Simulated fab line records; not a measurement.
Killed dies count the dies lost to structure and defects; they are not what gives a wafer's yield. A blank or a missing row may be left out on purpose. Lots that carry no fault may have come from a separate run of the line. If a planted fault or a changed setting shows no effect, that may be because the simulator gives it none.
One fault seen from 2 desks    flow berkeley_cmos170    every desk sees just its own numbers, and what lay behind them comes last

## THE TOOL OWNER'S DESK: implanter-03
UCB170_PWELL_IMPLANT_15, tool's own readings: per-lot mean of the sampled wafers with a number, covering each lot this tool ran. If a lot's mean is further than 4 standard deviations from the usual mean, the lot is out of limits and carries the mark OUT (the distance appears in the brackets).
Columns: A = dose_ions_cm2 at UCB170_PWELL_IMPLANT_15, usual 5.001e+12; B = faraday_current_uA at UCB170_PWELL_IMPLANT_15, usual 15.9
lot   first seen here  A                            B
L318  day 3 12:20      5.003e+12                    15.6
L320  day 3 18:04      2.752e+12 (-99 or more) OUT  8.7 (-23) OUT
L319  day 3 18:18      2.753e+12 (-99 or more) OUT  8.6 (-23) OUT
L325  day 4 21:58      2.749e+12 (-99 or more) OUT  8.8 (-23) OUT
L337  day 7 09:31      5.004e+12                    15.7
L338  day 7 15:08      5.001e+12                    16.1
L339  day 7 23:38      5.004e+12                    16.1
This desk finds L319, L320, L325 out of limits, L320 being first, at day 3 18:04 (dose_ions_cm2 at UCB170_PWELL_IMPLANT_15). L318, L337, L338, L339 stayed within limits.

## METROLOGY DESK
Lot by lot, what the gauges showed, no matter which tool ran the lot: averages of those sampled wafers that carry a number. If a lot's mean is further than 4 standard deviations from the usual mean, the lot is out of limits and carries the mark OUT (the distance appears in the brackets).
Columns: A = NWELL_OVL at UCB170_NWELL_OVL_MEAS_12, usual -3 nm; B = PWELL_TW at UCB170_PWELL_TW_MEAS_17, usual 379; C = ACTIVE_OVL at UCB170_ACTIVE_OVL_MEAS_14, usual 1 nm; D = PFIELD_TW at UCB170_PFIELD_TW_MEAS_09, usual 606
lot   first seen here  A    B              C   D
L316  day 2 01:02      2    377            7   610
L317  day 2 06:20      4    378            1   611
L318  day 2 15:18      -4   379            1   607
L319  day 3 01:49      -5   320 (-17) OUT  -5  596
L320  day 3 02:04      1    316 (-19) OUT  0   598
L322  day 3 16:35      -8   376            -1  608
L325  day 4 00:52      -10  322 (-17) OUT  -1  607
L324  day 4 01:00      -4   386            0   608
L329  day 5 04:23      -3   376            0   606
L331  day 5 09:10      3    376            2   609
L334  day 5 21:21      -2   376            4   604
L336  day 6 11:50      1    379            -0  608
L337  day 6 18:03      -2   376            4   610
L338  day 6 22:30      3    378            3   613
L339  day 7 05:23      -2   380            2   603
Finding of this desk: L319, L320, L325 out of limits, first seen on L320 at day 3 18:19 (PWELL_TW at UCB170_PWELL_TW_MEAS_17). L316, L317, L318, L322, L324, L329, L331, L334, L336, L337, L338, L339 stayed within limits.

## BROUGHT TOGETHER
At day 3 18:04, on L319, L320, L325, the tool owner's desk was in a position to raise an alarm.
On L319, L320, L325, the metrology desk was in a position to raise an alarm at day 3 18:19.
UCB170_PWELL_IMPLANT_15 was run on implanter-03 by each of the lots named.

## WHAT HAD BEEN PUT IN BY THE SIMULATOR
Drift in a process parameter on implanter-03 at UCB170_PWELL_IMPLANT_15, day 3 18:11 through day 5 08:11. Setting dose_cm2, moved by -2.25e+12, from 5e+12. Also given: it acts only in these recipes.
Shown lots that were struck: L319, L320, L325.
